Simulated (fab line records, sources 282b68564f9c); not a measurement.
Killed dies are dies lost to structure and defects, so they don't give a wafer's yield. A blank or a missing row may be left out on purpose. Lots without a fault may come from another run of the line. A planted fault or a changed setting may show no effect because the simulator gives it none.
fab line records | flow rit_cmos
record lots=14 wafers=42 last_day=7
route steps=202 shown PRETRO@74 PLDD@120 M1@192
lots that met no fault: from a run of the same line without faults
start_h: hours from the record's first day to the start of the lot's first wafer shown | wait_h: hours since the lot's step before | " the same as in the row above | L1.1+2: a row that stands for several wafers | - no value, or no start given | * or withheld: withheld | < > ~ a bound
route shown NAME@n: a module of which the file shows steps, and the number in the route of the first | usual: mean/standard deviation of fault-free wafers | same: alike in all rows | chamber/n: place in a boat | sites: the reading at each site | _std_site: their standard deviation | _edge_site: outer sites' mean less inner sites' | radius_mm: how far each site lies from the wafer's centre | mask NAME#n: copy n | behind: the tool/chamber that last shaped the wafer | hold: why the lot was held/for how many hours/how that ended | device: the transistor (n, p or np) that didn't switch | end of line: the same wafers' tests at the end of the route | a step without rows: its recipe alone | killed: dies lost to structure and defects at the first sort, not the wafer's yield | map: a wafer's dies, x killed, . not, _ none there
set.NAME: the setting as run; set.NAME@STEP: as run at that earlier step | model.NAME: the simulator's own value behind a step, which no gauge read
steps of the route over a sample of lots; a table a step, a row a wafer
services: from which hour (start_h, from the record's first day; less than 0 if before it) a tool's chamber was out of use, for how many hours, and why
## steps
# step RIT_PRETRO_TW_MEAS_10
# usual PRETRO_TW=472/6.7
# columns lot.wafer tool chamber start_h wait_h PRETRO_TW
L896.2 film_metro-01 - 34.28 0.1 469
L896.4 " - " " 464
L896.6 " - " " 469
L897.1 film_metro-02 - 39.98 0.1 475
L897.3 " - " " 472
L897.4 " - " " 472
L899.3 film_metro-01 - 47.94 0.1 467
L899.4 " - " " 464
L899.5 " - " " 468
L900.2 film_metro-01 - 53.18 0.1 464
L900.3 " - " " 465
L900.5 " - " " 467
L903.1 film_metro-03 - 67.25 0.1 481
L903.2 " - " " 478
L903.3 " - " " 481
L904.1 film_metro-02 - 75.78 0.1 473
L904.5 " - " " 472
L904.6 " - " " 469
L906.1 film_metro-03 - 83.73 0.1 484
L906.2 " - " " 482
L906.6 " - " " 483
L907.1 film_metro-02 - 88.89 0.1 471
L907.4 " - " " 472
L907.5 " - " " 473
L908.1 film_metro-01 - 93.17 0.1 466
L908.2 " - " " 466
L908.5 " - " " 466
L911.2 film_metro-03 - 108.55 0.1 483
L911.3 " - " " 482
L911.4 " - " " 480
L916.1 film_metro-02 - 140.07 0.1 470
L916.4 " - " " 470
L916.5 " - " " 471
L917.2 film_metro-01 - 141.88 0.1 467
L917.3 " - " " 468
L917.4 " - " " 465
L918.1 film_metro-03 - 144.32 0.1 479
L918.5 " - " " 479
L918.6 " - " " 480
L919.1 film_metro-01 - 150.62 0.1 471
L919.2 " - " " 468
L919.6 " - " " 470
# step RIT_PLDD_OVL_MEAS_06
# usual PLDD_OVL=-0.7/1.1
# columns lot.wafer tool chamber start_h wait_h PLDD_OVL[nm]
L896.2 overlay-02 - 47.95 - 0.6
L896.4 " - " " -0.2
L896.6 " - " " 0.0
L897.1 overlay-02 - 52.13 - -1.0
L897.3 " - " " -1.7
L897.4 " - " " -1.2
L899.3 overlay-01 - 59.73 - -0.7
L899.4 " - " " -1.6
L899.5 " - " " 0.7
L900.2 overlay-02 - 65.97 - -1.8
L900.3 " - " " -1.7
L900.5 " - " " -1.8
L903.1 overlay-01 - 79.20 - -0.5
L903.2 " - " " -1.0
L903.3 " - " " -1.9
L904.1 overlay-01 - 87.27 - -0.3
L904.5 " - " " 0.2
L904.6 " - " " -2.5
L906.1 overlay-01 - 97.17 - -2.2
L906.2 " - " " -3.3
L906.6 " - " " -2.2
L907.1 overlay-01 - 102.06 - -2.0
L907.4 " - " " -1.5
L907.5 " - " " -3.2
L908.1 overlay-02 - 104.75 - -0.7
L908.2 " - " " 1.5
L908.5 " - " " -0.7
L911.2 overlay-01 - 128.63 - -0.6
L911.3 " - " " 1.7
L911.4 " - " " -0.4
L916.1 overlay-01 - 152.28 - -1.4
L916.4 " - " " -1.0
L916.5 " - " " -2.1
L917.2 overlay-01 - 156.25 - 0.2
L917.3 " - " " 1.3
L917.4 " - " " 0.2
L918.1 overlay-01 - 160.68 - -1.5
L918.5 " - " " -1.6
L918.6 " - " " -0.6
L919.1 overlay-01 - 164.94 - -0.3
L919.2 " - " " 0.4
L919.6 " - " " 0.2
# step RIT_M1_DEVELOP_08
# recipe resist=NOVOLAK develop_time_s=68 dev_temp_c=23
# columns lot.wafer tool chamber start_h wait_h
L896.2+4+6 litho_track-02 0 59 -
L897.1+3+4 litho_track-04 0 63 -
L899.3+4+5 litho_track-04 0 72 -
L900.2+3+5 litho_track-02 0 77 -
L903.1+2+3 litho_track-04 0 90 -
L904.1+5+6 litho_track-02 0 99 -
L906.1+2+6 litho_track-02 0 108 -
L907.1+4+5 litho_track-01 0 113 -
L908.1+2+5 litho_track-02 0 116 -
L911.2+3+4 litho_track-02 0 139 -
L916.1+4+5 litho_track-04 0 163 -
L917.2+3+4 litho_track-01 0 167 -
L918.1+5+6 litho_track-01 0 171 -
L919.1+2+6 litho_track-01 0 176 -
# step RIT_M1_CD_MEAS_09
# recipe target_cd_nm=2600
# usual cd_nm=2599.7/2.6
# columns lot.wafer tool chamber start_h wait_h cd_nm
L896.2 cd_sem-02 - 59.59 - 2597.8
L896.4 " - " " 2598.0
L896.6 " - " " 2596.7
L897.1 cd_sem-01 - 63.75 - 2600.2
L897.3 " - " " 2601.2
L897.4 " - " " 2600.5
L899.3 cd_sem-01 - 72.27 - 2600.2
L899.4 " - " " 2596.4
L899.5 " - " " 2596.2
L900.2 cd_sem-02 - 77.18 - 2598.7
L900.3 " - " " 2597.1
L900.5 " - " " 2597.0
L903.1 cd_sem-01 - 90.44 - 2604.7
L903.2 " - " " 2604.6
L903.3 " - " " 2604.8
L904.1 cd_sem-02 - 100.16 - 2600.7
L904.5 " - " " 2601.2
L904.6 " - " " 2600.7
L906.1 cd_sem-02 - 108.85 - 2601.5
L906.2 " - " " 2601.3
L906.6 " - " " 2600.0
L907.1 cd_sem-02 - 113.38 - 2601.0
L907.4 " - " " 2599.0
L907.5 " - " " 2603.5
L908.1 cd_sem-02 - 116.76 - -
L908.2 " - " " -
L908.5 " - " " -
L911.2 cd_sem-02 - 140.03 - -
L911.3 " - " " -
L911.4 " - " " -
L916.1 cd_sem-01 - 163.68 - 2596.1
L916.4 " - " " 2598.0
L916.5 " - " " 2596.7
L917.2 cd_sem-02 - 167.95 - 2592.2
L917.3 " - " " 2595.4
L917.4 " - " " 2594.8
L918.1 cd_sem-02 - 172.07 - 2602.1
L918.5 " - " " 2602.1
L918.6 " - " " 2603.5
L919.1 cd_sem-01 - 176.27 - 2602.3
L919.2 " - " " 2598.7
L919.6 " - " " 2599.9
# step RIT_M1_OVL_MEAS_10
# usual M1_OVL=0.4/1.3
# columns lot.wafer tool chamber start_h wait_h M1_OVL[nm]
L896.2 overlay-02 - 59.70 0.1 2.9
L896.4 " - " " 3.1
L896.6 " - " " 2.5
L897.1 overlay-02 - 63.87 0.1 0.8
L897.3 " - " " 0.8
L897.4 " - " " 1.4
L899.3 overlay-02 - 72.36 0.1 1.9
L899.4 " - " " 1.0
L899.5 " - " " 1.6
L900.2 overlay-02 - 77.29 0.1 2.0
L900.3 " - " " 0.3
L900.5 " - " " 0.3
L903.1 overlay-01 - 90.56 0.1 -1.2
L903.2 " - " " -0.5
L903.3 " - " " 0.6
L904.1 overlay-02 - 100.28 0.1 -1.4
L904.5 " - " " -0.4
L904.6 " - " " -0.4
L906.1 overlay-01 - 108.97 0.1 1.0
L906.2 " - " " 0.5
L906.6 " - " " 0.1
L907.1 overlay-02 - 113.50 0.1 0.2
L907.4 " - " " -0.3
L907.5 " - " " -1.6
L908.1 overlay-02 - 116.88 0.1 -
L908.2 " - " " -
L908.5 " - " " -
L911.2 overlay-02 - 140.13 0.1 -
L911.3 " - " " -
L911.4 " - " " -
L916.1 overlay-01 - 163.80 0.1 -0.8
L916.4 " - " " 1.4
L916.5 " - " " -0.1
L917.2 overlay-02 - 168.06 0.1 3.0
L917.3 " - " " -0.5
L917.4 " - " " 1.5
L918.1 overlay-01 - 172.19 0.1 1.0
L918.5 " - " " 1.2
L918.6 " - " " 0.8
L919.1 overlay-02 - 176.39 0.1 1.4
L919.2 " - " " 0.9
L919.6 " - " " 1.3
# step RIT_M1_BOW_MEAS_16
# recipe mode=bow
# usual M1_BOW=17/6.6
# columns lot.wafer tool chamber start_h wait_h M1_BOW[um]
L896.2 film_metro-04 - 62.31 0.0 5
L896.4 " - " " 22
L896.6 " - " " 11
L897.1 film_metro-04 - 66.46 0.0 2
L897.3 " - " " 19
L897.4 " - " " 18
L899.3 film_metro-04 - 75.01 0.0 23
L899.4 " - " " 20
L899.5 " - " " 22
L900.2 film_metro-02 - 79.72 0.0 25
L900.3 " - " " 14
L900.5 " - " " 21
L903.1 film_metro-04 - 93.11 0.0 20
L903.2 " - " " 18
L903.3 " - " " 13
L904.1 film_metro-01 - 102.70 0.0 21
L904.5 " - " " 7
L904.6 " - " " 17
L906.1 film_metro-01 - 111.39 0.0 19
L906.2 " - " " 11
L906.6 " - " " 21
L907.1 film_metro-01 - 115.94 0.0 18
L907.4 " - " " 11
L907.5 " - " " 25
L908.1 film_metro-02 - 119.30 0.0 4
L908.2 " - " " 17
L908.5 " - " " 25
L916.1 film_metro-04 - 167.52 0.0 29
L916.4 " - " " 20
L916.5 " - " " 14
L917.2 film_metro-01 - 170.53 0.0 11
L917.3 " - " " 14
L917.4 " - " " 25
L918.1 film_metro-01 - 174.63 0.0 11
L918.5 " - " " 1
L918.6 " - " " 30
L919.1 film_metro-04 - 178.82 0.0 21
L919.2 " - " " 11
L919.6 " - " " 28
# step RIT_M1_PROBE_99
# usual defect_limited_yield=97.5/1.1 killed_at_M0_to_M3=0.0/0.12 killed_at_contacts=0.0/0.2 killed_at_front_end=6.6/2.8 killed_dies=6.6/2.8 killed_on_rim=1.8/1.2 killed_open=3.3/1.9 killed_short=3.2/1.8 sort_bin_3_pad_short=0.1/0.2 sort_bin_5_function=1.4/0.83 sort_bin_6_memory=0.9/0.55 sort_n_pass=257.4/2.8 sort_yield_pct=97.5/1.1
# same gross_dies=264 killed_at_M4_up=0 killed_at_back_side=0 killed_at_other=0
# columns lot.wafer tool chamber start_h wait_h hold defect_limited_yield[%] killed_at_M0_to_M3 killed_at_contacts killed_at_front_end killed_dies killed_on_rim killed_open killed_short sort_bin_3_pad_short[%] sort_bin_5_function[%] sort_bin_6_memory[%] sort_n_pass sort_yield_pct[%]
L896.2 prober-02 - 62.46 0.1 - 97.7 0 0 6 6 1 4 2 0 2.3 0 258.0 97.7
L896.4 prober-02 - 62.56 0.2 - 97.0 0 0 8 8 1 5 3 0 1.5 1.5 256.0 97.0
L896.6 prober-02 - 62.66 0.2 - 97.3 0 0 7 7 3 4 3 0.4 0.8 1.5 257.0 97.3
L897.1 prober-01 - 66.58 0.1 - 97.7 0 0 6 6 3 2 4 0.4 1.1 0.8 258.0 97.7
L897.3 prober-01 - 66.68 0.2 - 99.2 0 0 2 2 0 0 2 0 0.8 0 262.0 99.2
L897.4 prober-01 - 66.73 0.2 - 95.8 1 0 10 11 4 3 7 0 3.8 0.4 253.0 95.8
L899.3 prober-01 - 75.19 0.2 - 97.7 0 0 6 6 0 1 5 0.4 1.5 0.4 258.0 97.7
L899.4 prober-01 - 75.24 0.2 - 97.7 0 0 6 6 2 3 3 0 1.1 1.1 258.0 97.7
L899.5 prober-01 - 75.29 0.2 - 96.6 0 0 9 9 1 7 2 0 1.9 1.5 255.0 96.6
L900.2 prober-02 - 79.87 0.1 - 96.2 0 0 10 10 2 7 3 0 2.7 1.1 254.0 96.2
L900.3 prober-02 - 79.92 0.2 - 98.1 0 0 5 5 1 4 1 0 0.8 1.1 259.0 98.1
L900.5 prober-02 - 80.02 0.2 - 97.3 0 0 7 7 1 5 2 0 2.3 0.4 257.0 97.3
L903.1 prober-01 - 93.23 0.1 - 97.7 0 0 6 6 2 3 3 0.4 0.8 1.1 258.0 97.7
L903.2 prober-01 - 93.28 0.1 - 96.6 0 0 9 9 4 4 5 0.4 1.5 1.5 255.0 96.6
L903.3 prober-01 - 93.33 0.2 - 98.1 0 0 5 5 1 2 2 0 1.1 0.8 259.0 98.1
L904.1 prober-02 - 102.82 0.1 - 98.5 0 1 3 4 1 3 1 0 0.8 0.8 260.0 98.5
L904.5 prober-02 - 103.02 0.2 - 97.7 0 0 6 6 2 3 3 0 0.4 1.9 258.0 97.7
L904.6 prober-02 - 103.07 0.2 - 99.2 0 0 2 2 1 1 1 0 0.4 0.4 262.0 99.2
L906.1 prober-02 - 111.51 0.1 - 96.6 0 0 9 9 2 4 5 0 2.3 1.1 255.0 96.6
L906.2 prober-02 - 111.56 0.1 - 98.9 0 0 3 3 0 0 3 0.8 0.4 0 261.0 98.9
L906.6 prober-02 - 111.76 0.2 - 98.1 0 0 5 5 2 3 2 0 1.5 0.4 259.0 98.1
L907.1 prober-01 - 116.06 0.1 - 95.8 0 0 11 11 1 5 6 0.4 2.3 1.5 253.0 95.8
L907.4 prober-01 - 116.21 0.2 - 98.5 0 0 4 4 1 3 1 0 1.1 0.4 260.0 98.5
L907.5 prober-01 - 116.26 0.2 - 97.3 0 0 7 7 2 6 1 0 1.1 1.5 257.0 97.3
L908.1 prober-02 - 119.42 0.1 await_dispo/2.4h/scrap 0 254 0 10 264 70 5 5 0.4 98.1 1.5 0 0
L908.2 prober-02 - 119.47 0.1 await_dispo/2.4h/scrap 0 257 0 7 264 70 3 4 0 98.5 1.5 0 0
L908.5 prober-02 - 119.62 0.2 await_dispo/2.4h/scrap 0 259 0 5 264 70 3 2 0 99.6 0.4 0 0
L916.1 prober-02 - 167.64 0.1 - 98.9 0 0 3 3 1 2 1 0 0.4 0.8 261.0 98.9
L916.4 prober-02 - 167.79 0.2 - 97.0 0 0 8 8 4 4 4 0 2.3 0.8 256.0 97.0
L916.5 prober-02 - 167.84 0.2 - 99.6 0 0 1 1 0 1 0 0 0.4 0 263.0 99.6
L917.2 prober-01 - 170.68 0.1 - 95.8 0 0 11 11 2 4 6 0.4 1.5 2.3 253.0 95.8
L917.3 prober-01 - 170.73 0.2 - 97.3 0 0 7 7 1 4 2 0 1.9 0.8 257.0 97.3
L917.4 prober-01 - 170.78 0.2 - 97.3 0 0 7 7 3 3 4 0.4 1.5 0.8 257.0 97.3
L918.1 prober-02 - 174.75 0.1 - 97.0 0 0 8 8 4 4 4 0 1.5 1.5 256.0 97.0
L918.5 prober-02 - 174.95 0.2 - 97.0 0 0 8 8 2 3 5 0 1.9 1.1 256.0 97.0
L918.6 prober-02 - 175.00 0.2 - 98.5 0 0 4 4 1 2 2 0 0.4 1.1 260.0 98.5
L919.1 prober-01 - 178.94 0.1 - 98.5 0 0 4 4 0 2 2 0 1.1 0.4 260.0 98.5
L919.2 prober-01 - 178.99 0.1 - 99.2 0 0 2 2 0 2 0 0 0.8 0 262.0 99.2
L919.6 prober-01 - 179.19 0.2 - 98.5 0 0 4 4 1 1 3 0 1.1 0.4 260.0 98.5
# killed by level:class
L896.2 SPACER:geometric_particle:open=2 SILICIDE:geometric_particle:open=2 FOX1:geometric_particle:short=1 GATE:geometric_particle:short=1
L896.4 FOX1:geometric_particle:open=2 SPACER:geometric_particle:short=2 SPACER:geometric_particle:open=2 FOX2:geometric_particle:open=1 SILICIDE:geometric_particle:short=1
L896.6 FOX1:geometric_particle:open=2 ACTIVE:geometric_particle:open=1 FOX1:geometric_particle:short=1 GATE:geometric_particle:short=1 GATE:geometric_particle:open=1 SPACER:geometric_particle:short=1
L897.1 GATE:geometric_particle:short=2 GATE:geometric_particle:open=1 REOX:geometric_particle:short=1 SPACER:geometric_particle:open=1 SPACER:geometric_particle:short=1
L897.3 GATE:geometric_particle:short=2
L897.4 REOX:geometric_particle:short=3 GATE:geometric_particle:short=2 REOX:geometric_particle:open=2 SILICIDE:geometric_particle:short=2 SILICIDE:geometric_particle:open=1 M1:coat_microbubble_printed=1
L899.3 FOX1:geometric_particle:short=2 GATE:geometric_particle:short=2 REOX:geometric_particle:open=1 SPACER:geometric_particle:short=1
L899.4 GATE:geometric_particle:open=2 SPACER:geometric_particle:short=2 GATE:geometric_particle:short=1 SPACER:geometric_particle:open=1
L899.5 GATE:geometric_particle:open=4 ACTIVE:geometric_particle:open=1 FOX1:geometric_particle:short=1 FOX1:geometric_particle:open=1 GATE:geometric_particle:short=1 SILICIDE:geometric_particle:open=1
L900.2 REOX:geometric_particle:open=3 GATE:geometric_particle:open=2 FOX1:geometric_particle:short=1 FOX1:geometric_particle:open=1 GATE:geometric_particle:short=1 REOX:geometric_particle:short=1 SILICIDE:geometric_particle:open=1
L900.3 GATE:geometric_particle:open=3 FOX1:geometric_particle:short=1 SPACER:geometric_particle:open=1
L900.5 GATE:geometric_particle:open=2 REOX:geometric_particle:open=1 SPACER:geometric_particle:open=1 SPACER:geometric_particle:short=1 SILICIDE:geometric_particle:open=1 SILICIDE:geometric_particle:short=1
L903.1 FOX1:geometric_particle:short=2 GATE:geometric_particle:open=2 FOX2:geometric_particle:short=1 SILICIDE:geometric_particle:open=1
L903.2 SPACER:geometric_particle:open=3 FOX1:geometric_particle:short=2 FOX2:geometric_particle:short=1 FOX2:geometric_particle:open=1 REOX:geometric_particle:short=1 SILICIDE:geometric_particle:short=1
L903.3 GATE:geometric_particle:open=2 GATE:geometric_particle:short=1 REOX:geometric_particle:short=1 NWELL:coat_microbubble_printed=1
L904.1 FOX1:geometric_particle:open=1 FOX2:geometric_particle:short=1 SPACER:geometric_particle:open=1 CONTACT:geometric_particle:open=1
L904.5 GATE:geometric_particle:short=2 GATE:geometric_particle:open=2 FOX1:geometric_particle:open=1 FOX1:geometric_particle:short=1
L904.6 REOX:geometric_particle:open=1 SPACER:geometric_particle:short=1
L906.1 FOX1:geometric_particle:open=4 GATE:geometric_particle:short=4 FOX1:geometric_particle:short=1
L906.2 FOX1:geometric_particle:short=1 GATE:geometric_particle:short=1 SPACER:geometric_particle:short=1
L906.6 FOX1:geometric_particle:open=1 FOX1:geometric_particle:short=1 FOX2:geometric_particle:open=1 SILICIDE:geometric_particle:open=1 SILICIDE:geometric_particle:short=1
L907.1 FOX1:geometric_particle:open=3 GATE:geometric_particle:short=3 FOX1:geometric_particle:short=1 REOX:geometric_particle:short=1 SPACER:geometric_particle:open=1 SPACER:geometric_particle:short=1 SILICIDE:geometric_particle:open=1
L907.4 FOX1:geometric_particle:short=1 GATE:geometric_particle:open=1 REOX:geometric_particle:open=1 SPACER:geometric_particle:open=1
L907.5 SILICIDE:geometric_particle:open=3 FOX1:geometric_particle:open=1 FOX2:geometric_particle:short=1 REOX:geometric_particle:open=1 SPACER:geometric_particle:open=1
L908.1 M1:area_develop=254 GATE:geometric_particle:open=4 SPACER:geometric_particle:short=3 FOX1:geometric_particle:short=1 FOX2:geometric_particle:open=1 GATE:geometric_particle:short=1
L908.2 M1:area_develop=257 GATE:geometric_particle:short=3 FOX1:geometric_particle:open=1 FOX2:geometric_particle:short=1 FOX2:geometric_particle:open=1 SILICIDE:geometric_particle:open=1
L908.5 M1:area_develop=259 FOX2:geometric_particle:open=1 FOX2:geometric_particle:short=1 GATE:geometric_particle:open=1 SPACER:geometric_particle:short=1 SILICIDE:geometric_particle:open=1
L916.1 GATE:geometric_particle:open=1 REOX:geometric_particle:open=1 SPACER:geometric_particle:short=1
L916.4 GATE:geometric_particle:open=2 SILICIDE:geometric_particle:short=2 FOX2:geometric_particle:open=1 GATE:geometric_particle:short=1 REOX:geometric_particle:short=1 SPACER:geometric_particle:open=1
L916.5 SILICIDE:geometric_particle:open=1
L917.2 GATE:geometric_particle:short=3 FOX1:geometric_particle:short=2 GATE:geometric_particle:open=2 REOX:geometric_particle:open=1 REOX:geometric_particle:short=1 SPACER:geometric_particle:open=1 NLDD:coat_microbubble_printed=1
L917.3 GATE:geometric_particle:open=2 FOX2:geometric_particle:open=1 GATE:geometric_particle:short=1 REOX:geometric_particle:short=1 REOX:geometric_particle:open=1 NLDD:coat_microbubble_printed=1
L917.4 FOX1:geometric_particle:open=2 FOX2:geometric_particle:short=1 GATE:geometric_particle:short=1 SPACER:geometric_particle:short=1 SILICIDE:geometric_particle:open=1 SILICIDE:geometric_particle:short=1
L918.1 SPACER:geometric_particle:short=2 SPACER:geometric_particle:open=2 GATE:geometric_particle:open=1 REOX:geometric_particle:short=1 REOX:geometric_particle:open=1 SILICIDE:geometric_particle:short=1
L918.5 GATE:geometric_particle:short=2 GATE:geometric_particle:open=2 FOX1:geometric_particle:short=1 REOX:geometric_particle:short=1 SPACER:geometric_particle:short=1 SPACER:geometric_particle:open=1
L918.6 GATE:geometric_particle:open=2 REOX:geometric_particle:short=1 SPACER:geometric_particle:short=1
L919.1 FOX2:geometric_particle:short=1 FOX2:geometric_particle:open=1 SPACER:geometric_particle:short=1 SILICIDE:geometric_particle:open=1
L919.2 GATE:geometric_particle:open=1 SPACER:geometric_particle:open=1
L919.6 GATE:geometric_particle:short=2 FOX2:geometric_particle:open=1 SPACER:geometric_particle:short=1
## services
# columns tool chamber start_h hours kind
litho_track-01 - 55.49 - consumable_replace:filter
## key
first_sign step=RIT_M1_CD_MEAS_09 reading=cd_nm direction=missing
effect step=RIT_M1_OVL_MEAS_10 reading=M1_OVL direction=missing
effect step=RIT_M1_PROBE_99 reading=killed_at_M0_to_M3 direction=up sigmas=99+ usual=0.0 struck=256.7
more_kills_born_at RIT_M1_DEVELOP_08@litho_track-02=770
met_at RIT_M1_DEVELOP_08
struck_lots L908,L911
rows_end L911.2,L911.3,L911.4
later_rows_left_out L908.1,L908.2,L908.5
not_acting_at RIT_PRETRO_TW_MEAS_10,RIT_PLDD_OVL_MEAS_06,RIT_M1_BOW_MEAS_16
onset_between 108 116
fault kind=process_parameter_drift tool=litho_track-02 chamber=- onset_h=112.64 steps=RIT_M1_DEVELOP_08 channel=develop_time_s offset=* shape=step end_h=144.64 acts_in=* stated=*
# later_rows_left_out: the simulator's readings of these wafers behind a module that went badly wrong aren't trusted and aren't shown, but for the sort
# rows_end: these wafers met a further fault down the route, and their rows from its step on are left out
